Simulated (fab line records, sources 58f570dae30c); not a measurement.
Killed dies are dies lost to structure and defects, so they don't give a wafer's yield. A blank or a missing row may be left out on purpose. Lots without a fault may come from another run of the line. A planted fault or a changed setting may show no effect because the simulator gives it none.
Which tool did it? | flow berkeley_cmos170 | 14 lots, 42 wafers sampled, at 5 steps of a route of 331

WHAT THE GAUGES READ, wafer by wafer
UCB170_V1_CD_MEAS_90: target cd 700 nm.
lot  | measured     | on        | cd_nm (nm)
L628 | day 9 15:01  | cd_sem-02 | 699.8 701.0 701.2
L627 | day 9 17:06  | cd_sem-02 | 699.1 697.7 697.8
L630 | day 10 00:40 | cd_sem-02 | 700.6 700.4 699.8
L631 | day 10 01:20 | cd_sem-02 | 699.5 699.9 697.9
L633 | day 10 11:58 | cd_sem-02 | 701.2 700.5 700.9
L632 | day 10 13:20 | cd_sem-02 | 700.9 701.7 701.8
L634 | day 10 23:23 | cd_sem-01 | 700.0 700.7 699.7
L636 | day 11 01:16 | cd_sem-02 | 701.0 699.6 699.8
L640 | day 12 01:34 | cd_sem-02 | 701.7 700.6 701.4
L639 | day 12 03:42 | cd_sem-02 | 698.8 699.0 699.1
L638 | day 12 03:50 | cd_sem-02 | 699.7 698.2 698.8
L644 | day 12 19:56 | cd_sem-02 | 700.2 699.8 699.3
L646 | day 13 12:40 | cd_sem-02 | 700.7 701.7 700.4
L647 | day 14 08:31 | cd_sem-02 | 699.3 699.7 698.5

UCB170_V2_CD_MEAS_90: target cd 700 nm.
lot  | measured     | on        | cd_nm (nm)
L628 | day 9 21:31  | cd_sem-02 | 700.5 700.7 700.9
L627 | day 10 00:11 | cd_sem-02 | 700.3 700.6 700.9
L630 | day 10 06:17 | cd_sem-02 | 701.5 702.8 701.5
L631 | day 10 06:38 | cd_sem-02 | 699.8 701.0 701.9
L633 | day 10 17:14 | cd_sem-02 | 700.8 698.2 700.6
L632 | day 10 18:37 | cd_sem-02 | 699.0 699.3 699.0
L634 | day 11 04:31 | cd_sem-02 | 701.7 701.2 702.6
L636 | day 11 06:58 | cd_sem-02 | - - -
L640 | day 12 07:42 | cd_sem-02 | - - -
L639 | day 12 08:53 | cd_sem-01 | - - -
L638 | day 12 09:14 | cd_sem-02 | 699.3 698.2 699.4
L644 | day 13 02:59 | cd_sem-02 | 700.2 700.5 700.5
L646 | day 13 20:08 | cd_sem-02 | 703.0 703.0 701.5
L647 | day 14 14:02 | cd_sem-02 | 699.7 700.8 699.9

WHICH TOOL RAN EACH LOT (tool, then ch and the chambers of the sampled wafers, then the start)
lot  | UCB170_M2_ETCH_17                  | UCB170_V2_ETCH_14                  | UCB170_V2_STRIP_15
L628 | rie_diel-03 ch 0,2, day 9 17:29    | rie_diel-03 ch 0,2,3, day 9 21:08  | plasma_asher-04 ch 0,1, day 9 21:19
L627 | rie_diel-02 ch 0,1,2, day 9 20:42  | rie_diel-02 ch 0,3, day 9 23:48    | plasma_asher-02 ch 0,1, day 9 23:59
L630 | rie_diel-02 ch 0,1,3, day 10 03:19 | rie_diel-01 ch 0,1,3, day 10 05:59 | plasma_asher-01 ch 0,1, day 10 06:10
L631 | rie_diel-02 ch 0,2, day 10 03:58   | rie_diel-02 ch 1,3, day 10 06:19   | plasma_asher-04 ch 0,1, day 10 06:31
L633 | rie_diel-02 ch 0,1,3, day 10 14:17 | rie_diel-02 ch 1,2,3, day 10 16:57 | plasma_asher-01 ch 0,1, day 10 17:08
L632 | rie_diel-04 ch 0,2,3, day 10 15:37 | rie_diel-01 ch 2,3, day 10 18:18   | plasma_asher-04 ch 0,1, day 10 18:31
L634 | rie_diel-04 ch 1,2, day 11 01:43   | rie_diel-03 ch 0,1, day 11 04:14   | plasma_asher-01 ch 0,1, day 11 04:25
L636 | rie_diel-02 ch 0,1,3, day 11 03:42 | rie_diel-03 ch 0,1,2, day 11 06:41 | plasma_asher-04 ch 0, day 11 06:52
L640 | rie_diel-02 ch 1,2, day 12 05:07   | rie_diel-01 ch 2,3, day 12 07:25   | plasma_asher-02 ch 0,1, day 12 07:36
L639 | rie_diel-04 ch 0,2,3, day 12 06:07 | rie_diel-03 ch 1,3, day 12 08:34   | plasma_asher-02 ch 0,1, day 12 08:47
L638 | rie_diel-03 ch 1,2,3, day 12 06:28 | rie_diel-02 ch 1,2, day 12 08:58   | plasma_asher-01 ch 0,1, day 12 09:08
L644 | rie_diel-04 ch 0,1,2, day 13 00:08 | rie_diel-02 ch 2,3, day 13 02:41   | plasma_asher-01 ch 0,1, day 13 02:52
L646 | rie_diel-03 ch 0,1,2, day 13 15:46 | rie_diel-01 ch 1,3, day 13 19:52   | plasma_asher-02 ch 0,1, day 13 20:02
L647 | rie_diel-04 ch 0,1, day 14 11:16   | rie_diel-01 ch 0,1,2, day 14 13:46 | plasma_asher-04 ch 1, day 14 13:56
- UCB170_M2_ETCH_17: etches BARC in N2/H2.
- UCB170_V2_ETCH_14: etches SiO2 in CHF3/CF4/Ar, stops on Al, target depth 1250 nm, time 291 s.
- UCB170_V2_STRIP_15: strips in O2.

WHAT THE TOOLS THEMSELVES READ (means of the sampled wafers that have a number; where no wafer has one, the mark that the record gives instead)
UCB170_M2_ETCH_17.
lot  | tool        | bias_w (W) | chamber_pressure_mTorr (mTorr) | drypump_motor_current_A (A) | oes_product_au (a.u.) | throttle_valve_pct (%)
L628 | rie_diel-03 | 100.2      | 29.99                          | 5.5                         | 0.995                 | 13.13
L627 | rie_diel-02 | 100.1      | 29.97                          | 5.8                         | 1.002                 | 13.30
L630 | rie_diel-02 | 99.9       | 30.03                          | 5.9                         | 1.011                 | 13.14
L631 | rie_diel-02 | 99.9       | 30.03                          | 5.7                         | 0.999                 | 13.25
L633 | rie_diel-02 | 100.0      | 29.99                          | 5.9                         | 1.014                 | 13.13
L632 | rie_diel-04 | 99.9       | 30.00                          | 6.1                         | 1.003                 | 13.18
L634 | rie_diel-04 | 99.8       | 30.02                          | 5.5                         | 1.002                 | 13.16
L636 | rie_diel-02 | 99.9       | 30.01                          | 5.9                         | 1.008                 | 13.15
L640 | rie_diel-02 | 99.9       | 30.00                          | 6.0                         | 1.009                 | 13.45
L639 | rie_diel-04 | 99.8       | 29.99                          | 6.1                         | 1.000                 | 13.18
L638 | rie_diel-03 | 100.2      | 30.00                          | 5.1                         | 1.002                 | 13.19
L644 | rie_diel-04 | 99.9       | 30.00                          | 5.6                         | 0.995                 | 13.12
L646 | rie_diel-03 | 99.9       | 30.02                          | 5.4                         | 0.999                 | 13.21
L647 | rie_diel-04 | 100.1      | 30.00                          | 5.7                         | 0.990                 | 13.08

UCB170_V2_ETCH_14.
lot  | tool        | CHF3_flow_sccm (sccm) | cf4_flow_sccm (sccm) | drypump_motor_current_A (A) | oes_product_au (a.u.) | throttle_valve_pct (%)
L628 | rie_diel-03 | 45.06                 | 14.94                | 5.3                         | 0.877                 | 6.89
L627 | rie_diel-02 | 45.21                 | 15.01                | 5.8                         | 0.877                 | 6.81
L630 | rie_diel-01 | 44.96                 | 14.97                | 6.2                         | 0.867                 | 6.98
L631 | rie_diel-02 | 45.08                 | 14.99                | 6.0                         | 0.880                 | 6.88
L633 | rie_diel-02 | 44.93                 | 15.03                | 6.1                         | 0.883                 | 6.96
L632 | rie_diel-01 | 45.16                 | 15.00                | 6.0                         | 0.873                 | 6.86
L634 | rie_diel-03 | 44.98                 | 14.99                | 5.4                         | 0.876                 | 6.93
L636 | rie_diel-03 | -                     | -                    | -                           | -                     | -
L640 | rie_diel-01 | -                     | -                    | -                           | -                     | -
L639 | rie_diel-03 | -                     | -                    | -                           | -                     | -
L638 | rie_diel-02 | 44.80                 | 15.05                | 6.0                         | 0.879                 | 6.98
L644 | rie_diel-02 | 44.96                 | 14.98                | 6.2                         | 0.891                 | 6.95
L646 | rie_diel-01 | 45.03                 | 14.99                | 5.9                         | 0.864                 | 7.02
L647 | rie_diel-01 | 44.95                 | 15.01                | 6.2                         | 0.867                 | 7.00

UCB170_V2_STRIP_15.
lot  | tool            | drypump_motor_current_A (A) | o2_flow_sccm (sccm) | oes_product_au (a.u.) | strip_time_to_endpoint_s (s)
L628 | plasma_asher-04 | 6.25                        | 400.1               | 0.723                 | 15.32
L627 | plasma_asher-02 | 5.88                        | 398.3               | 0.724                 | 15.26
L630 | plasma_asher-01 | 6.25                        | 400.2               | 0.721                 | 15.23
L631 | plasma_asher-04 | 6.16                        | 400.6               | 0.720                 | 15.16
L633 | plasma_asher-01 | 6.27                        | 400.0               | 0.718                 | 15.41
L632 | plasma_asher-04 | 6.24                        | 400.4               | 0.714                 | 15.31
L634 | plasma_asher-01 | 6.28                        | 401.4               | 0.721                 | 15.36
L636 | plasma_asher-04 | 6.37                        | 402.2               | 0.732                 | 21.71
L640 | plasma_asher-02 | 5.87                        | 399.7               | 0.735                 | 21.66
L639 | plasma_asher-02 | 5.87                        | 401.4               | 0.735                 | 21.65
L638 | plasma_asher-01 | 6.26                        | 399.6               | 0.718                 | 15.32
L644 | plasma_asher-01 | 6.24                        | 400.6               | 0.723                 | 15.35
L646 | plasma_asher-02 | 5.87                        | 400.8               | 0.720                 | 15.23
L647 | plasma_asher-04 | 6.04                        | 398.9               | 0.724                 | 15.30

THE ANSWER, worked out from the rows above alone
Rule: what is usual is taken from the lots themselves. Put in order of their means at a reading, lots are off if they are a third of the lots or fewer, leave a main group of 4 or more, and stand apart from it by a gap of 3 or more times the standard deviation of the main group's means; of several such gaps the widest counts. A main group whose means are all the same, to the digits that the tables above print for the reading, isn't used. A lot without any number at a reading at which 4 lots or more have one is off too. The other lots that the step has rows for count as sound. The gauges are gone through in route order, then the tools' own readings, and for those a lot's mean is taken as printed above. The first step at which some lot is off is used, and at that step the reading that is off furthest; a lot without a number counts as furthest.
Off: L636, L640, L639, at UCB170_V2_CD_MEAS_90 (cd_nm). Without a number there: L636, L640, L639. The main group: mean 700.6 nm, standard deviation 1.1.
A tool fits if, at a process step before that reading, it ran every lot that is off, and no sound lot after the first of them. The gauges at UCB170_V2_CD_MEAS_90 aren't tried: what is off there is off at UCB170_V2_ETCH_14 too, on other tools, and a gauge's error can't cause that. None of those tried fits.

WHAT THE SIMULATOR HAD PUT IN
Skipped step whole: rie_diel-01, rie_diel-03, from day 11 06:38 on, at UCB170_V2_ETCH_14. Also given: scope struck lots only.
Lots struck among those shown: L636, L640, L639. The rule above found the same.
